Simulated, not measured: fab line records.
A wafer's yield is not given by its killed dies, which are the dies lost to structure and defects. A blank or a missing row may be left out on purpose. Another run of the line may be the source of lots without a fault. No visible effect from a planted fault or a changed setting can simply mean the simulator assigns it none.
Which tool is to blame? -- flow berkeley_cmos170 -- 14 lots with 42 wafers sampled at 5 steps, on a route of 331 steps

== WHAT THE GAUGES READ, wafer by wafer ==
UCB170_PVT_TW_MEAS_09.
lot,measured,on,PVT_TW
L369,day 6 18:24,film_metro-04,512 512 512
L376,day 8 04:36,film_metro-02,503 501 501
L373,day 8 04:19,film_metro-02,500 500 502
L377,day 8 04:04,film_metro-01,510 508 508
L375,day 8 04:19,film_metro-01,509 512 511
L378,day 8 11:25,film_metro-01,508 508 509
L380,day 8 23:53,film_metro-04,506 506 507
L382,day 9 12:19,film_metro-04,510 508 511
L383,day 9 10:25,film_metro-02,464 465 466
L384,day 9 11:36,film_metro-04,507 508 508
L387,day 10 13:55,film_metro-04,468 473 472
L389,day 11 00:38,film_metro-04,513 508 508
L391,day 11 08:02,film_metro-01,511 508 509
L392,day 11 07:28,film_metro-04,511 511 507

UCB170_M2_RS_MEAS_02: measures by four-point-probe.
lot,measured,on,M2_AL_RS (ohm/sq)
L369,day 8 14:01,film_metro-02,0.0328 0.0326 0.0317
L376,day 10 04:23,film_metro-01,0.0314 0.0317 0.0316
L373,day 10 03:35,film_metro-04,0.0318 0.0319 0.0325
L377,day 10 03:29,film_metro-02,0.0319 0.0325 0.0319
L375,day 10 03:19,film_metro-01,0.0324 0.0319 0.0324
L378,day 10 08:04,film_metro-01,0.0324 0.0325 0.0324
L380,day 10 22:02,film_metro-02,0.0322 0.0328 0.0323
L382,day 11 15:19,film_metro-02,0.0316 0.0320 0.0321
L383,day 11 14:57,film_metro-04,0.0318 0.0324 0.0328
L384,day 11 15:50,film_metro-01,0.0324 0.0327 0.0323
L387,day 12 08:29,film_metro-02,0.0324 0.0323 0.0328
L389,day 12 19:24,film_metro-01,0.0324 0.0326 0.0322
L391,day 13 07:44,film_metro-01,0.0321 0.0323 0.0322
L392,day 13 03:04,film_metro-04,0.0324 0.0325 0.0320

UCB170_V2_OVL_MEAS_13.
lot,measured,on,V2_OVL (nm)
L369,day 8 18:41,overlay-02,-5 -5 -4
L376,day 10 10:32,overlay-01,5 8 9
L373,day 10 09:48,overlay-01,10 6 15
L377,day 10 09:32,overlay-01,-15 -18 -14
L375,day 10 09:17,overlay-02,8 7 8
L378,day 10 12:48,overlay-02,-3 -8 -7
L380,day 11 06:08,overlay-01,-3 -3 -4
L382,day 11 20:07,overlay-01,13 7 8
L383,day 11 19:49,overlay-02,1 -4 1
L384,day 11 20:35,overlay-02,5 0 6
L387,day 12 13:47,overlay-01,-10 -10 -10
L389,day 12 23:44,overlay-01,-5 -7 -7
L391,day 13 12:59,overlay-02,7 6 5
L392,day 13 08:55,overlay-02,-5 -3 -14

== WHICH TOOL RAN EACH LOT (tool, then ch and the chambers of the sampled wafers, then the start) ==
lot,UCB170_ACTIVE_ETCH_15,UCB170_PVT_IMPLANT_07
L369,"rie_diel-02 ch 1,2,3, day 4 20:39","implanter-04 ch 0, day 6 18:11"
L376,"rie_diel-02 ch 0,2, day 6 08:45","implanter-02 ch 0, day 8 04:22"
L373,"rie_diel-04 ch 0,3, day 6 09:18","implanter-03 ch 0, day 8 04:05"
L377,"rie_diel-01 ch 0,1, day 6 09:35","implanter-03 ch 0, day 8 03:50"
L375,"rie_diel-04 ch 0,1, day 6 13:21","implanter-04 ch 0, day 8 04:04"
L378,"rie_diel-04 ch 0,1,2, day 6 21:25","implanter-03 ch 0, day 8 11:10"
L380,"rie_diel-02 ch 1,2, day 7 05:32","implanter-04 ch 0, day 8 23:39"
L382,"rie_diel-01 ch 2,3, day 7 16:58","implanter-03 ch 0, day 9 12:04"
L383,"rie_diel-02 ch 0,1,3, day 7 17:20","implanter-04 ch 0, day 9 10:10"
L384,"rie_diel-04 ch 0,1,2, day 7 17:36","implanter-02 ch 0, day 9 11:23"
L387,"rie_diel-04 ch 0,2,3, day 8 16:59","implanter-04 ch 0, day 10 13:41"
L389,"rie_diel-04 ch 0,1,3, day 9 06:25","implanter-02 ch 0, day 11 00:23"
L391,"rie_diel-04 ch 0,3, day 9 14:16","implanter-02 ch 0, day 11 07:48"
L392,"rie_diel-01 ch 0,2,3, day 9 14:28","implanter-03 ch 0, day 11 07:13"
- UCB170_ACTIVE_ETCH_15: etches Si3N4 in CH3F/Ar/O2, stops on SiO2, target depth 242 nm, time 151 s.
- UCB170_PVT_IMPLANT_07

== AS READ BY THE TOOLS THEMSELVES (means over the sampled wafers that have a number; for cases with no such wafer, the mark the record gives instead) ==
UCB170_ACTIVE_ETCH_15.
lot,tool,drypump_motor_current_A (A),oes_product_au (a.u.),throttle_valve_pct (%)
L369,rie_diel-02,5.7,0.939,8.06
L376,rie_diel-02,5.8,0.936,8.15
L373,rie_diel-04,5.9,0.934,7.92
L377,rie_diel-01,5.5,0.947,7.89
L375,rie_diel-04,6.1,0.941,7.87
L378,rie_diel-04,5.6,0.930,7.92
L380,rie_diel-02,5.6,0.950,8.00
L382,rie_diel-01,5.7,0.940,8.17
L383,rie_diel-02,5.9,0.947,8.09
L384,rie_diel-04,5.6,0.942,7.91
L387,rie_diel-04,5.5,0.932,7.94
L389,rie_diel-04,6.0,0.938,7.91
L391,rie_diel-04,5.9,0.937,7.94
L392,rie_diel-01,5.6,0.948,8.09

UCB170_PVT_IMPLANT_07.
lot,tool,dose_ions_cm2,faraday_current_uA
L369,implanter-04,2.0010e+12,6.18
L376,implanter-02,1.9991e+12,6.26
L373,implanter-03,1.9984e+12,6.49
L377,implanter-03,2.0008e+12,6.33
L375,implanter-04,2.0012e+12,6.38
L378,implanter-03,2.0019e+12,6.35
L380,implanter-04,2.0006e+12,6.46
L382,implanter-03,1.9978e+12,6.20
L383,implanter-04,1.5635e+12,5.03
L384,implanter-02,2.0026e+12,6.39
L387,implanter-04,1.5605e+12,5.01
L389,implanter-02,1.9988e+12,6.47
L391,implanter-02,1.9995e+12,6.33
L392,implanter-03,2.0006e+12,6.39

== THE ANSWER, worked out from the rows above alone ==
Rule: the lots themselves supply what counts as usual. The widest of any qualifying gaps counts: lots, ordered by their means at a reading, are off when they make up no more than a third of the lots, leave a main group of 4 or more, and stand apart from it by 3 or more times the standard deviation of that group's means. Not used: any main group whose means are identical at the precision the tables above print for the reading. Also off: a lot with no number at a reading for which 4 or more lots have one. Any other lot the step has rows for is counted as sound. After the gauges, taken in route order, come the tools' own readings; for these a lot's mean is taken, as printed above. The first step at which some lot is off is used, and at that step the reading that is off furthest; a lot without a number counts as furthest.
Off: at UCB170_PVT_TW_MEAS_09 (PVT_TW), L383, L387. For the main group the mean is 508 and the standard deviation 3.3.
A tool fits if, at a process step before that reading, it ran every lot that is off, and no sound lot after the first of them. The gauges at UCB170_PVT_TW_MEAS_09 aren't tried: what is off there is off at UCB170_PVT_IMPLANT_07 too, on other tools, and a gauge's error can't cause that. One fits: implanter-04 at UCB170_PVT_IMPLANT_07. A fault onset in the window from L380 (day 8 23:39, its last sound lot) to L383 (day 9 10:10, its first lot off) fits.
The tool's own readings at UCB170_PVT_IMPLANT_07 bear it out: on the lots that are off they differ by more than 5 times the standard deviation of the sound lots' means. dose_ions_cm2 reads 1.5620e+12 there against 2.0002e+12 on the sound lots; faraday_current_uA reads 5.02 there against 6.35 on the sound lots.

== WHAT THE SIMULATOR HAD INSERTED ==
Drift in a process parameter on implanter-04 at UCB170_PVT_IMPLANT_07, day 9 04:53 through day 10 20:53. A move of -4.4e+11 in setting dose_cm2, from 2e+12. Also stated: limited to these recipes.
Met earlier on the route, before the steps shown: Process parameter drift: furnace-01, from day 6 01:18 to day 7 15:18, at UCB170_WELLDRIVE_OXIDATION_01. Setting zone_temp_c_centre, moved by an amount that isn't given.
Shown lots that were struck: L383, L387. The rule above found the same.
